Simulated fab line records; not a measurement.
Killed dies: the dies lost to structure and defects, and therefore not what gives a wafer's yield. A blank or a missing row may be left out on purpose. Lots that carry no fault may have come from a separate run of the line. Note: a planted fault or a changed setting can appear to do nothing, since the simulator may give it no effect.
Which of the tools did it? / flow berkeley cmos170 / 21 wafers from 7 lots sampled at 2 of the route's 331 steps

WHAT THE GAUGES READ, wafer by wafer
UCB170_PWELL_THK_MEAS_03.
lot=L576; measured=day 3 21:55; on=film metro-04; PWELL_OXIDE_THK (nm)=26.2 26.5 26.4
lot=L579; measured=day 4 07:01; on=film metro-01; PWELL_OXIDE_THK (nm)=26.2 26.3 26.5
lot=L580; measured=day 5 02:04; on=film metro-02; PWELL_OXIDE_THK (nm)=26.6 26.2 26.1
lot=L585; measured=day 5 02:07; on=film metro-01; PWELL_OXIDE_THK (nm)=25.6 25.8 25.7
lot=L589; measured=day 6 06:40; on=film metro-02; PWELL_OXIDE_THK (nm)=26.9 26.8 27.2
lot=L591; measured=day 6 06:44; on=film metro-04; PWELL_OXIDE_THK (nm)=26.5 26.6 26.6
lot=L597; measured=day 7 18:05; on=film metro-01; PWELL_OXIDE_THK (nm)=26.4 26.4 26.3

WHAT TOOL EACH LOT RAN ON (gives the tool, then ch and the chambers of the sampled wafers, and finally the start)
lot=L576; UCB170_NWELL_ETCH_13=rie diel-02 ch 0,2,3, day 3 07:57
lot=L579; UCB170_NWELL_ETCH_13=rie diel-01 ch 0,1,3, day 3 20:06
lot=L580; UCB170_NWELL_ETCH_13=rie diel-02 ch 0,1,2, day 4 09:08
lot=L585; UCB170_NWELL_ETCH_13=rie diel-04 ch 1,2,3, day 4 15:35
lot=L589; UCB170_NWELL_ETCH_13=rie diel-01 ch 1,2, day 5 15:04
lot=L591; UCB170_NWELL_ETCH_13=rie diel-02 ch 0,3, day 5 23:13
lot=L597; UCB170_NWELL_ETCH_13=rie diel-01 ch 0,2,3, day 7 06:10
- UCB170_NWELL_ETCH_13: etches Si3N4 in CH3F/Ar/O2, stops on SiO2, target depth 246.4 nm, time 154 s.

THE ANSWER, worked out from the rows above alone
Rule: what is usual is taken from the lots themselves. The widest of any qualifying gaps counts: lots, ordered by their means at a reading, are off when they make up no more than a third of the lots, leave a main group of 4 or more, and stand apart from it by 3 or more times the standard deviation of that group's means. Not used: any main group whose means are identical at the precision the tables above print for the reading. A lot without any number at a reading at which 4 lots or more have one is off too. Where the step has rows for the other lots, those lots are counted as sound.
Across all readings shown, no lot is off: no conclusion can be drawn from this.

WHAT HAD BEEN PUT IN BY THE SIMULATOR
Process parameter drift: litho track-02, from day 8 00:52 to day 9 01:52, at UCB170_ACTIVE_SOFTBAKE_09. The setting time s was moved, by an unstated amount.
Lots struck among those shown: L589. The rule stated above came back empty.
